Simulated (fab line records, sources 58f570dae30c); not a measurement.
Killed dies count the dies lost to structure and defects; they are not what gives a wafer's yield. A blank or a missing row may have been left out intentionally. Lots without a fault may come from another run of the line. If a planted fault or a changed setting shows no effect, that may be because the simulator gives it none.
fab line records / flow berkeleyCmos170
[record] lots = 6 wafers = 18 lastDay = 12
route steps=331 shown NLDD@168 SPACER@171 PSD@175
lots with no fault: from the same line, run without faults
startH: hours from the record's opening day to when the first of the lot's shown wafers began / waitH: hours from the lot's prior step to this one / " identical to the entry in the row above / L1.1+2: a single row standing in for several wafers / - no value, or no start given / * or withheld: withheld / < > ~ a bound
route shown NAME@n: NAME is a module with steps in the file, n the number in the route of the first one / usual: mean and standard deviation over wafers with no fault / same: alike in all rows / chamber/n: place in a boat / sites: readings site by site / _std_site: the values' standard deviation / _edge_site: outer sites' mean less inner sites' / radiusMm: how far each site lies from the wafer's centre / mask NAME#n: copy n / behind: tool/chamber where the wafer was last shaped / hold: why the lot was held/for how many hours/how that ended / device: names the non-switching transistor (n, p or np) / end of line: the same wafers' tests at the end of the route / a step without rows: its recipe alone / killed: count of dies lost to structure and defects at first sort (not the wafer's yield) / map: a wafer's dies, x killed, . not, _ none there
set.NAME: setting as actually run; set.NAME@STEP: the setting as run at that earlier step / model.NAME: the simulator's own value behind a step, which no gauge read
lots seen at some steps along the route; tables by step, rows by wafer
services: when a tool's chamber went out of use (startH, in hours from the record's first day, below 0 if earlier), for how many hours, and the reason
[[steps]]
[step UCB170_NLDD_STRIP_10]
[recipe] chemistry = O2 powerW = 400 pressureMtorr = 3500 platenTempC = withheld o2FlowSccm = 400 overashFraction = 0.5
[usual] chamberPressureMTorr = 3500/3.2 drypumpMotorCurrentA = 5.9/0.61 oesProductAu = 0.734/0.0048 stripTimeToEndpointS = 21.64/0.054
[same] overashFraction = 0.5
lot.wafer=L960.2 tool=plasmaAsher-01 chamber=1 startH=164.65 waitH=0.1 chamberPressureMTorr=3494 drypumpMotorCurrentA=5.1 oesProductAu=0.731 rfHoursCounterH=5 stripTimeToEndpointS=21.60
lot.wafer=L960.3 tool=plasmaAsher-01 chamber=1 startH=164.65 waitH=0.1 chamberPressureMTorr=3502 drypumpMotorCurrentA=5.1 oesProductAu=0.740 rfHoursCounterH=- stripTimeToEndpointS=21.61
lot.wafer=L960.5 tool=plasmaAsher-01 chamber=1 startH=164.65 waitH=0.1 chamberPressureMTorr=3502 drypumpMotorCurrentA=5.1 oesProductAu=0.727 rfHoursCounterH=- stripTimeToEndpointS=21.69
lot.wafer=L963.1 tool=plasmaAsher-03 chamber=1 startH=190.23 waitH=0.1 chamberPressureMTorr=3500 drypumpMotorCurrentA=4.9 oesProductAu=0.723 rfHoursCounterH=42 stripTimeToEndpointS=21.70
lot.wafer=L963.3 tool=plasmaAsher-03 chamber=1 startH=190.23 waitH=0.1 chamberPressureMTorr=3503 drypumpMotorCurrentA=4.9 oesProductAu=0.737 rfHoursCounterH=- stripTimeToEndpointS=21.66
lot.wafer=L963.6 tool=plasmaAsher-03 chamber=1 startH=190.23 waitH=0.1 chamberPressureMTorr=3504 drypumpMotorCurrentA=4.9 oesProductAu=0.728 rfHoursCounterH=- stripTimeToEndpointS=21.73
lot.wafer=L970.1 tool=plasmaAsher-02 chamber=1 startH=204.27 waitH=0.1 chamberPressureMTorr=3502 drypumpMotorCurrentA=6.0 oesProductAu=0.728 rfHoursCounterH=49 stripTimeToEndpointS=21.68
lot.wafer=L970.5 tool=plasmaAsher-02 chamber=1 startH=204.27 waitH=0.1 chamberPressureMTorr=3502 drypumpMotorCurrentA=6.0 oesProductAu=0.734 rfHoursCounterH=- stripTimeToEndpointS=21.71
lot.wafer=L970.6 tool=plasmaAsher-02 chamber=0 startH=204.27 waitH=0.1 chamberPressureMTorr=3498 drypumpMotorCurrentA=6.1 oesProductAu=0.729 rfHoursCounterH=- stripTimeToEndpointS=21.69
lot.wafer=L968.1 tool=plasmaAsher-01 chamber=1 startH=204.82 waitH=0.1 chamberPressureMTorr=3501 drypumpMotorCurrentA=5.1 oesProductAu=0.726 rfHoursCounterH=9 stripTimeToEndpointS=21.69
lot.wafer=L968.2 tool=plasmaAsher-01 chamber=0 startH=204.82 waitH=0.1 chamberPressureMTorr=3499 drypumpMotorCurrentA=6.5 oesProductAu=0.732 rfHoursCounterH=9 stripTimeToEndpointS=21.62
lot.wafer=L968.5 tool=plasmaAsher-01 chamber=1 startH=204.82 waitH=0.1 chamberPressureMTorr=3497 drypumpMotorCurrentA=5.1 oesProductAu=0.740 rfHoursCounterH=- stripTimeToEndpointS=21.69
lot.wafer=L976.1 tool=plasmaAsher-03 chamber=1 startH=253.75 waitH=0.1 chamberPressureMTorr=3504 drypumpMotorCurrentA=4.9 oesProductAu=0.733 rfHoursCounterH=48 stripTimeToEndpointS=21.57
lot.wafer=L976.4 tool=plasmaAsher-03 chamber=0 startH=253.75 waitH=0.1 chamberPressureMTorr=3496 drypumpMotorCurrentA=6.6 oesProductAu=0.732 rfHoursCounterH=- stripTimeToEndpointS=21.60
lot.wafer=L976.6 tool=plasmaAsher-03 chamber=1 startH=253.75 waitH=0.1 chamberPressureMTorr=3499 drypumpMotorCurrentA=4.9 oesProductAu=0.731 rfHoursCounterH=- stripTimeToEndpointS=21.57
lot.wafer=L978.1 tool=plasmaAsher-01 chamber=0 startH=254.15 waitH=0.1 chamberPressureMTorr=3502 drypumpMotorCurrentA=6.6 oesProductAu=0.742 rfHoursCounterH=15 stripTimeToEndpointS=21.62
lot.wafer=L978.2 tool=plasmaAsher-01 chamber=1 startH=254.15 waitH=0.1 chamberPressureMTorr=3495 drypumpMotorCurrentA=5.1 oesProductAu=0.735 rfHoursCounterH=15 stripTimeToEndpointS=21.65
lot.wafer=L978.5 tool=plasmaAsher-01 chamber=1 startH=254.15 waitH=0.1 chamberPressureMTorr=3499 drypumpMotorCurrentA=5.1 oesProductAu=0.735 rfHoursCounterH=- stripTimeToEndpointS=21.59
[step UCB170_NLDD_TW_MEAS_11]
[usual] NLDD_TW = 2237/23
lot.wafer=L960.2 tool=filmMetro-01 chamber=- startH=164.76 waitH=0.1 NLDD_TW=2232
lot.wafer=L960.3 tool=filmMetro-01 chamber=- startH=164.76 waitH=0.1 NLDD_TW=2234
lot.wafer=L960.5 tool=filmMetro-01 chamber=- startH=164.76 waitH=0.1 NLDD_TW=2238
lot.wafer=L963.1 tool=filmMetro-03 chamber=- startH=190.33 waitH=0.1 NLDD_TW=2199
lot.wafer=L963.3 tool=filmMetro-03 chamber=- startH=190.33 waitH=0.1 NLDD_TW=2189
lot.wafer=L963.6 tool=filmMetro-03 chamber=- startH=190.33 waitH=0.1 NLDD_TW=2206
lot.wafer=L970.1 tool=filmMetro-01 chamber=- startH=204.37 waitH=0.1 NLDD_TW=2262
lot.wafer=L970.5 tool=filmMetro-01 chamber=- startH=204.37 waitH=0.1 NLDD_TW=2259
lot.wafer=L970.6 tool=filmMetro-01 chamber=- startH=204.37 waitH=0.1 NLDD_TW=2269
lot.wafer=L968.1 tool=filmMetro-03 chamber=- startH=204.92 waitH=0.1 NLDD_TW=2196
lot.wafer=L968.2 tool=filmMetro-03 chamber=- startH=204.92 waitH=0.1 NLDD_TW=2193
lot.wafer=L968.5 tool=filmMetro-03 chamber=- startH=204.92 waitH=0.1 NLDD_TW=2198
lot.wafer=L976.1 tool=filmMetro-03 chamber=- startH=253.85 waitH=0.1 NLDD_TW=2200
lot.wafer=L976.4 tool=filmMetro-03 chamber=- startH=253.85 waitH=0.1 NLDD_TW=2198
lot.wafer=L976.6 tool=filmMetro-03 chamber=- startH=253.85 waitH=0.1 NLDD_TW=2206
lot.wafer=L978.1 tool=filmMetro-01 chamber=- startH=254.25 waitH=0.1 NLDD_TW=2266
lot.wafer=L978.2 tool=filmMetro-01 chamber=- startH=254.25 waitH=0.1 NLDD_TW=2275
lot.wafer=L978.5 tool=filmMetro-01 chamber=- startH=254.25 waitH=0.1 NLDD_TW=2279
[step UCB170_NLDD_CLEAN_12]
[recipe] chemistry = SPM tempC = 120 timeS = 600
[step UCB170_SPACER_CVD_00]
[recipe] material = SiO2 targetThkNm = 376 tempC = 390 precursor = TEOS/O2 timeS = 47 rfW = 550 pressureMtorr = 9000
[usual] heaterPowerW = 260/68
lot.wafer=L960.2 tool=pecvd-01 chamber=1 startH=167.52 waitH=0.0 heaterPowerW=217
lot.wafer=L960.3 tool=pecvd-01 chamber=2 startH=167.52 waitH=0.0 heaterPowerW=428
lot.wafer=L960.5 tool=pecvd-01 chamber=1 startH=167.52 waitH=0.0 heaterPowerW=224
lot.wafer=L963.1 tool=pecvd-03 chamber=1 startH=190.57 waitH=0.0 heaterPowerW=276
lot.wafer=L963.3 tool=pecvd-03 chamber=2 startH=190.57 waitH=0.0 heaterPowerW=197
lot.wafer=L963.6 tool=pecvd-03 chamber=2 startH=190.57 waitH=0.0 heaterPowerW=206
lot.wafer=L970.1 tool=pecvd-01 chamber=0 startH=204.60 waitH=0.0 heaterPowerW=183
lot.wafer=L970.5 tool=pecvd-01 chamber=0 startH=204.60 waitH=0.0 heaterPowerW=200
lot.wafer=L970.6 tool=pecvd-01 chamber=1 startH=204.60 waitH=0.0 heaterPowerW=266
lot.wafer=L968.1 tool=pecvd-03 chamber=0 startH=205.15 waitH=0.0 heaterPowerW=199
lot.wafer=L968.2 tool=pecvd-03 chamber=1 startH=205.15 waitH=0.0 heaterPowerW=243
lot.wafer=L968.5 tool=pecvd-03 chamber=0 startH=205.15 waitH=0.0 heaterPowerW=199
lot.wafer=L976.1 tool=pecvd-03 chamber=2 startH=254.11 waitH=0.0 heaterPowerW=161
lot.wafer=L976.4 tool=pecvd-03 chamber=2 startH=254.11 waitH=0.0 heaterPowerW=172
lot.wafer=L976.6 tool=pecvd-03 chamber=1 startH=254.11 waitH=0.0 heaterPowerW=294
lot.wafer=L978.1 tool=pecvd-01 chamber=1 startH=254.50 waitH=0.0 heaterPowerW=247
lot.wafer=L978.2 tool=pecvd-01 chamber=0 startH=254.50 waitH=0.0 heaterPowerW=224
lot.wafer=L978.5 tool=pecvd-01 chamber=2 startH=254.50 waitH=0.0 heaterPowerW=387
[step UCB170_SPACER_THK_MEAS_01]
[recipe] reads = SiO2_of_SPACER_CVD_00
[usual] SPACER_TEOS_THK = 377/4.9
lot.wafer=L960.2 tool=filmMetro-02 chamber=- startH=167.58 waitH=0.0 SPACER_TEOS_THK[nm]=373
lot.wafer=L960.3 tool=filmMetro-02 chamber=- startH=167.58 waitH=0.0 SPACER_TEOS_THK[nm]=372
lot.wafer=L960.5 tool=filmMetro-02 chamber=- startH=167.58 waitH=0.0 SPACER_TEOS_THK[nm]=376
lot.wafer=L963.1 tool=filmMetro-02 chamber=- startH=190.61 waitH=0.0 SPACER_TEOS_THK[nm]=375
lot.wafer=L963.3 tool=filmMetro-02 chamber=- startH=190.61 waitH=0.0 SPACER_TEOS_THK[nm]=373
lot.wafer=L963.6 tool=filmMetro-02 chamber=- startH=190.61 waitH=0.0 SPACER_TEOS_THK[nm]=374
lot.wafer=L970.1 tool=filmMetro-02 chamber=- startH=204.65 waitH=0.0 SPACER_TEOS_THK[nm]=375
lot.wafer=L970.5 tool=filmMetro-02 chamber=- startH=204.65 waitH=0.0 SPACER_TEOS_THK[nm]=375
lot.wafer=L970.6 tool=filmMetro-02 chamber=- startH=204.65 waitH=0.0 SPACER_TEOS_THK[nm]=372
lot.wafer=L968.1 tool=filmMetro-02 chamber=- startH=205.20 waitH=0.0 SPACER_TEOS_THK[nm]=377
lot.wafer=L968.2 tool=filmMetro-02 chamber=- startH=205.20 waitH=0.0 SPACER_TEOS_THK[nm]=373
lot.wafer=L968.5 tool=filmMetro-02 chamber=- startH=205.20 waitH=0.0 SPACER_TEOS_THK[nm]=381
lot.wafer=L976.1 tool=filmMetro-04 chamber=- startH=254.15 waitH=0.0 SPACER_TEOS_THK[nm]=369
lot.wafer=L976.4 tool=filmMetro-04 chamber=- startH=254.15 waitH=0.0 SPACER_TEOS_THK[nm]=375
lot.wafer=L976.6 tool=filmMetro-04 chamber=- startH=254.15 waitH=0.0 SPACER_TEOS_THK[nm]=379
lot.wafer=L978.1 tool=filmMetro-02 chamber=- startH=254.54 waitH=0.0 SPACER_TEOS_THK[nm]=367
lot.wafer=L978.2 tool=filmMetro-02 chamber=- startH=254.54 waitH=0.0 SPACER_TEOS_THK[nm]=373
lot.wafer=L978.5 tool=filmMetro-02 chamber=- startH=254.54 waitH=0.0 SPACER_TEOS_THK[nm]=376
[step UCB170_SPACER_ANNEAL_02]
[recipe] tempC = 900 timeS = 1800 ambient = N2
[step UCB170_SPACER_ETCHBACK_03]
[recipe] stopOn = Si target = SiO2 chemistry = CHF3/CF4/Ar CHF3_flow_sccm = 50 cf4FlowSccm = 10 Ar_flow_sccm = 120 pressureMtorr = 200 rfW = 500 targetDepthA = 3760 timeS = 100
[usual] CHF3_flow_sccm = 49.98/0.15 chamberPressureMTorr = 199.98/0.17 drypumpMotorCurrentA = 5.9/0.47 oesProductAu = 0.901/0.019 throttleValvePct = 6.44/0.13
lot.wafer=L960.2 tool=rieDiel-02 chamber=1 startH=169.13 waitH=0.0 CHF3_flow_sccm=50.02 chamberPressureMTorr=200.25 drypumpMotorCurrentA=5.6 oesProductAu=0.877 rfHoursCounterH=90 throttleValvePct=6.38
lot.wafer=L960.3 tool=rieDiel-02 chamber=3 startH=169.13 waitH=0.0 CHF3_flow_sccm=50.22 chamberPressureMTorr=200.02 drypumpMotorCurrentA=6.3 oesProductAu=0.890 rfHoursCounterH=105 throttleValvePct=6.21
lot.wafer=L960.5 tool=rieDiel-02 chamber=3 startH=169.13 waitH=0.0 CHF3_flow_sccm=49.95 chamberPressureMTorr=199.86 drypumpMotorCurrentA=6.3 oesProductAu=0.904 rfHoursCounterH=- throttleValvePct=6.22
lot.wafer=L963.1 tool=rieDiel-04 chamber=1 startH=194.58 waitH=0.0 CHF3_flow_sccm=49.73 chamberPressureMTorr=199.96 drypumpMotorCurrentA=6.4 oesProductAu=0.906 rfHoursCounterH=84 throttleValvePct=6.40
lot.wafer=L963.3 tool=rieDiel-04 chamber=0 startH=194.58 waitH=0.0 CHF3_flow_sccm=49.92 chamberPressureMTorr=199.79 drypumpMotorCurrentA=6.0 oesProductAu=0.908 rfHoursCounterH=20 throttleValvePct=6.50
lot.wafer=L963.6 tool=rieDiel-04 chamber=1 startH=194.58 waitH=0.0 CHF3_flow_sccm=50.10 chamberPressureMTorr=199.87 drypumpMotorCurrentA=6.4 oesProductAu=0.900 rfHoursCounterH=- throttleValvePct=6.40
lot.wafer=L968.1 tool=rieDiel-04 chamber=2 startH=210.73 waitH=0.0 CHF3_flow_sccm=50.04 chamberPressureMTorr=199.94 drypumpMotorCurrentA=5.6 oesProductAu=0.893 rfHoursCounterH=17 throttleValvePct=6.35
lot.wafer=L968.2 tool=rieDiel-04 chamber=3 startH=210.73 waitH=0.0 CHF3_flow_sccm=49.95 chamberPressureMTorr=200.17 drypumpMotorCurrentA=5.6 oesProductAu=0.870 rfHoursCounterH=117 throttleValvePct=6.40
lot.wafer=L968.5 tool=rieDiel-04 chamber=0 startH=210.73 waitH=0.0 CHF3_flow_sccm=49.91 chamberPressureMTorr=200.06 drypumpMotorCurrentA=6.0 oesProductAu=0.918 rfHoursCounterH=- throttleValvePct=6.52
lot.wafer=L970.1 tool=rieDiel-01 chamber=3 startH=210.73 waitH=0.0 CHF3_flow_sccm=50.09 chamberPressureMTorr=200.01 drypumpMotorCurrentA=6.6 oesProductAu=0.928 rfHoursCounterH=115 throttleValvePct=6.26
lot.wafer=L970.5 tool=rieDiel-01 chamber=1 startH=210.73 waitH=0.0 CHF3_flow_sccm=50.20 chamberPressureMTorr=199.74 drypumpMotorCurrentA=5.6 oesProductAu=0.926 rfHoursCounterH=- throttleValvePct=6.50
lot.wafer=L970.6 tool=rieDiel-01 chamber=2 startH=210.73 waitH=0.0 CHF3_flow_sccm=49.83 chamberPressureMTorr=199.81 drypumpMotorCurrentA=5.6 oesProductAu=0.892 rfHoursCounterH=- throttleValvePct=6.62
lot.wafer=L976.1 tool=rieDiel-02 chamber=3 startH=259.29 waitH=0.0 CHF3_flow_sccm=49.71 chamberPressureMTorr=199.80 drypumpMotorCurrentA=6.3 oesProductAu=0.874 rfHoursCounterH=109 throttleValvePct=6.21
lot.wafer=L976.4 tool=rieDiel-02 chamber=1 startH=259.29 waitH=0.0 CHF3_flow_sccm=49.99 chamberPressureMTorr=200.07 drypumpMotorCurrentA=5.6 oesProductAu=0.882 rfHoursCounterH=96 throttleValvePct=6.38
lot.wafer=L976.6 tool=rieDiel-02 chamber=3 startH=259.29 waitH=0.0 CHF3_flow_sccm=50.10 chamberPressureMTorr=199.95 drypumpMotorCurrentA=6.3 oesProductAu=0.900 rfHoursCounterH=- throttleValvePct=6.23
lot.wafer=L978.1 tool=rieDiel-01 chamber=3 startH=259.29 waitH=0.0 CHF3_flow_sccm=50.01 chamberPressureMTorr=200.07 drypumpMotorCurrentA=6.6 oesProductAu=0.908 rfHoursCounterH=117 throttleValvePct=6.26
lot.wafer=L978.2 tool=rieDiel-01 chamber=2 startH=259.29 waitH=0.0 CHF3_flow_sccm=50.15 chamberPressureMTorr=200.03 drypumpMotorCurrentA=5.7 oesProductAu=0.882 rfHoursCounterH=22 throttleValvePct=6.62
lot.wafer=L978.5 tool=rieDiel-01 chamber=2 startH=259.29 waitH=0.0 CHF3_flow_sccm=50.20 chamberPressureMTorr=200.14 drypumpMotorCurrentA=5.7 oesProductAu=0.893 rfHoursCounterH=- throttleValvePct=6.62
[step UCB170_PSD_HMDS_00]
[recipe] primeTimeS = 60 primeTempC = 100
[step UCB170_PSD_COAT_01]
[recipe] resist = KrF spinRpm = 1500 resistThkNm = 900
[step UCB170_PSD_SOFTBAKE_02]
[recipe] resist = KrF tempC = 130 timeS = 60
[step UCB170_PSD_EXPOSE_03]
[recipe] maskId = PSELECT_MOD na = 0.5 sigmaOuter = 0.6 sourceShape = conventional targetCdNm = 1200 doseMj = 30
[step UCB170_PSD_PEB_04]
[recipe] pebTempC = 130 pebTimeS = withheld resist = KrF
[step UCB170_PSD_DEVELOP_05]
[recipe] developer = TMAH developTimeS = 45 resist = KrF devTempC = 21
[usual] chillPlateTempC = 23.00/0.12 developTimeS = 45/0 exhaustPa = 45.2/1.1
lot.wafer=L960.2 tool=lithoTrack-02 chamber=0 startH=170 waitH=- chillPlateTempC=23.12 developTimeS=45 exhaustPa=45.1 model.KrF_of_PSD_COAT_01.thkNm=886
lot.wafer=L960.3 tool=lithoTrack-02 chamber=0 startH=170 waitH=- chillPlateTempC=23.03 developTimeS=45 exhaustPa=46.1 model.KrF_of_PSD_COAT_01.thkNm=884.5
lot.wafer=L960.5 tool=lithoTrack-02 chamber=0 startH=170 waitH=- chillPlateTempC=23.03 developTimeS=45 exhaustPa=45.0 model.KrF_of_PSD_COAT_01.thkNm=885.2
lot.wafer=L963.1 tool=lithoTrack-01 chamber=0 startH=196 waitH=- chillPlateTempC=23.01 developTimeS=45 exhaustPa=43.8 model.KrF_of_PSD_COAT_01.thkNm=889
lot.wafer=L963.3 tool=lithoTrack-01 chamber=0 startH=196 waitH=- chillPlateTempC=23.13 developTimeS=45 exhaustPa=44.7 model.KrF_of_PSD_COAT_01.thkNm=888.1
lot.wafer=L963.6 tool=lithoTrack-01 chamber=0 startH=196 waitH=- chillPlateTempC=23.07 developTimeS=45 exhaustPa=43.7 model.KrF_of_PSD_COAT_01.thkNm=888.6
lot.wafer=L970.1 tool=lithoTrack-02 chamber=- startH=211 waitH=- chillPlateTempC=- developTimeS=- exhaustPa=- model.KrF_of_PSD_COAT_01.thkNm=901.4
lot.wafer=L970.5 tool=lithoTrack-02 chamber=- startH=211 waitH=- chillPlateTempC=- developTimeS=- exhaustPa=- model.KrF_of_PSD_COAT_01.thkNm=901.1
lot.wafer=L970.6 tool=lithoTrack-02 chamber=- startH=211 waitH=- chillPlateTempC=- developTimeS=- exhaustPa=- model.KrF_of_PSD_COAT_01.thkNm=900.2
lot.wafer=L968.1 tool=lithoTrack-04 chamber=- startH=212 waitH=- chillPlateTempC=- developTimeS=- exhaustPa=- model.KrF_of_PSD_COAT_01.thkNm=898.7
lot.wafer=L968.2 tool=lithoTrack-04 chamber=- startH=212 waitH=- chillPlateTempC=- developTimeS=- exhaustPa=- model.KrF_of_PSD_COAT_01.thkNm=896.5
lot.wafer=L968.5 tool=lithoTrack-04 chamber=- startH=212 waitH=- chillPlateTempC=- developTimeS=- exhaustPa=- model.KrF_of_PSD_COAT_01.thkNm=897.1
lot.wafer=L976.1 tool=lithoTrack-01 chamber=0 startH=260 waitH=- chillPlateTempC=22.83 developTimeS=45 exhaustPa=45.0 model.KrF_of_PSD_COAT_01.thkNm=886.1
lot.wafer=L976.4 tool=lithoTrack-01 chamber=0 startH=260 waitH=- chillPlateTempC=22.88 developTimeS=45 exhaustPa=44.8 model.KrF_of_PSD_COAT_01.thkNm=888.1
lot.wafer=L976.6 tool=lithoTrack-01 chamber=0 startH=260 waitH=- chillPlateTempC=22.94 developTimeS=45 exhaustPa=45.4 model.KrF_of_PSD_COAT_01.thkNm=885.4
lot.wafer=L978.1 tool=lithoTrack-04 chamber=0 startH=261 waitH=- chillPlateTempC=23.13 developTimeS=45 exhaustPa=45.0 model.KrF_of_PSD_COAT_01.thkNm=885.8
lot.wafer=L978.2 tool=lithoTrack-04 chamber=0 startH=261 waitH=- chillPlateTempC=23.17 developTimeS=45 exhaustPa=46.1 model.KrF_of_PSD_COAT_01.thkNm=883.7
lot.wafer=L978.5 tool=lithoTrack-04 chamber=0 startH=261 waitH=- chillPlateTempC=23.16 developTimeS=45 exhaustPa=46.2 model.KrF_of_PSD_COAT_01.thkNm=887
[step UCB170_PSD_CD_MEAS_06]
[recipe] targetCdNm = 1200
[usual] cdNm = 1200.1/1.5
lot.wafer=L960.2 tool=cdSem-01 chamber=- startH=170.39 waitH=- cdNm=1200.3
lot.wafer=L960.3 tool=cdSem-01 chamber=- startH=170.39 waitH=- cdNm=1200.0
lot.wafer=L960.5 tool=cdSem-01 chamber=- startH=170.39 waitH=- cdNm=1200.8
lot.wafer=L963.1 tool=cdSem-02 chamber=- startH=196.44 waitH=- cdNm=1203.3
lot.wafer=L963.3 tool=cdSem-02 chamber=- startH=196.44 waitH=- cdNm=1201.7
lot.wafer=L963.6 tool=cdSem-02 chamber=- startH=196.44 waitH=- cdNm=1202.3
lot.wafer=L970.1 tool=cdSem-01 chamber=- startH=211.98 waitH=- cdNm=-
lot.wafer=L970.5 tool=cdSem-01 chamber=- startH=211.98 waitH=- cdNm=-
lot.wafer=L970.6 tool=cdSem-01 chamber=- startH=211.98 waitH=- cdNm=-
lot.wafer=L968.1 tool=cdSem-01 chamber=- startH=212.16 waitH=- cdNm=-
lot.wafer=L968.2 tool=cdSem-01 chamber=- startH=212.16 waitH=- cdNm=-
lot.wafer=L968.5 tool=cdSem-01 chamber=- startH=212.16 waitH=- cdNm=-
lot.wafer=L976.1 tool=cdSem-02 chamber=- startH=260.78 waitH=- cdNm=1202.1
lot.wafer=L976.4 tool=cdSem-02 chamber=- startH=260.78 waitH=- cdNm=1201.0
lot.wafer=L976.6 tool=cdSem-02 chamber=- startH=260.78 waitH=- cdNm=1199.4
lot.wafer=L978.1 tool=cdSem-02 chamber=- startH=261.31 waitH=- cdNm=1198.2
lot.wafer=L978.2 tool=cdSem-02 chamber=- startH=261.31 waitH=- cdNm=1197.0
lot.wafer=L978.5 tool=cdSem-02 chamber=- startH=261.31 waitH=- cdNm=1198.0
[[services]]
tool=plasmaAsher-01 chamber=- startH=188.61 hours=0.8 kind=repair
tool=pecvd-01 chamber=2 startH=206.34 hours=5.3 kind=repair
tool=plasmaAsher-03 chamber=- startH=220.08 hours=10.9 kind=repair
tool=rieDiel-02 chamber=3 startH=224.27 hours=23.5 kind=repair
tool=rieDiel-01 chamber=- startH=233.71 hours=0.8 kind=repair
tool=pecvd-01 chamber=- startH=257.19 hours=1.8 kind=repair
tool=rieDiel-04 chamber=- startH=257.22 hours=4.3 kind=pm
[[key]]
[firstSign] step = UCB170_PSD_DEVELOP_05 reading = toolRecord direction = missing
effect none on later readings
[modelEffect] step = UCB170_PSD_DEVELOP_05 value = KrF_of_PSD_COAT_01.thkNm without = 885 struck = 899.2
metAt UCB170_PSD_DEVELOP_05
struckWafers L968.1,L968.2,L968.5,L970.1,L970.5,L970.6
sortLeftOut L968.1,L968.2,L968.5,L970.1,L970.5,L970.6
testerLeftOut L968,L970
onsetBetween 170 211
[fault] kind = skippedStepWhole tool = lithoTrack-02,lithoTrack-04 chamber = - onsetH = 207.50 steps = UCB170_PSD_DEVELOP_05 scope = struckLotsOnly
// testerLeftOut: of these lots the tester's yield and bins aren't shown, on N5 and GAA mostly nor the transistor test; their killed dies are dies lost to structure and defects alone, not to doping, threshold or leakage, so they don't give the yield
// sortLeftOut: the simulated sort isn't trusted on such a fault, so these wafers' sort isn't shown, and their yield isn't known
